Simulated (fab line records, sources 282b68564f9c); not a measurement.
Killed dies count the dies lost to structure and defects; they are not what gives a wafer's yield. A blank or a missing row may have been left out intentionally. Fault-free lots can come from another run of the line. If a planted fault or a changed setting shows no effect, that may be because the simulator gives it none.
2 desks, one fault | flow rit-cmos | only its own numbers are on each desk; what lay behind them is given at the end

TOOL OWNER'S DESK, lpcvd-02
The tool's own readings at RIT_GATE_CVD_08 (deposits poly-Si from SiH4, target thk 250 nm, time 2220 s): means of the sampled wafers that have a number, for each lot that ran on this tool. Any lot whose mean is over 4 standard deviations away from the usual mean is out of limits and marked OUT; that distance is given in the brackets.
Columns: A = pressure-mtorr at RIT_GATE_CVD_08, usual 299.9 mTorr
lot  | first seen here | A
L308 | day 3 18:19     | 300.2
L309 | day 3 21:14     | 300.2
L310 | day 3 23:12     | 300.0
L312 | day 4 08:38     | 299.3
L316 | day 5 03:38     | 299.7
L319 | day 5 18:45     | 299.5
L321 | day 6 04:50     | 359.9 (+99 or more) OUT
L323 | day 6 10:37     | 359.2 (+99 or more) OUT
L325 | day 6 23:23     | 300.8
Finding of this desk: L321, L323 out of limits; the first was L321 at day 6 04:50, on pressure-mtorr at RIT_GATE_CVD_08. L308, L309, L310, L312, L316, L319, L325: within limits.

FROM THE METROLOGY DESK
Lot by lot, what the gauges showed, no matter which tool ran the lot: averages of those sampled wafers that carry a number. Any lot whose mean is over 4 standard deviations away from the usual mean is out of limits and marked OUT; that distance is given in the brackets.
Columns: A = GATE_POLY_THK at RIT_GATE_THK_MEAS_09, usual 248.8 nm
lot  | first seen here | A
L307 | day 3 11:04     | 246.5
L308 | day 3 19:56     | 247.8
L309 | day 3 22:53     | 248.3
L310 | day 4 00:49     | 247.8
L312 | day 4 10:16     | 247.0
L313 | day 4 16:05     | 247.3
L315 | day 4 23:37     | 250.9
L316 | day 5 05:17     | 246.4
L319 | day 5 20:22     | 250.0
L321 | day 6 06:29     | 271.2 (+12) OUT
L323 | day 6 12:14     | 272.5 (+12) OUT
L324 | day 6 20:16     | 251.2
L325 | day 7 01:00     | 246.9
L326 | day 7 07:58     | 248.7
This desk's finding: out of limits on L321, L323; first on L321, day 6 06:29 (GATE_POLY_THK at RIT_GATE_THK_MEAS_09). L307, L308, L309, L310, L312, L313, L315, L316, L319, L324, L325, L326: within limits.

ALL TOGETHER
The tool owner's desk had the chance to raise an alarm at day 6 04:50 on L321, L323.
On L321, L323, the metrology desk was in a position to raise an alarm at day 6 06:29.
All the named lots went through RIT_GATE_CVD_08 on lpcvd-02.

WHAT THE SIMULATOR HAD INSERTED
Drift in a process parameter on lpcvd-02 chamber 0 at RIT_GATE_CVD_08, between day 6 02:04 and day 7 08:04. The setting pressure-mtorr was moved by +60, starting from 300. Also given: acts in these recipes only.
Lots struck among those shown: L321, L323.
Fault start to first reading out of limits, in hours, per desk: tool owner, 3; metrology, 4.
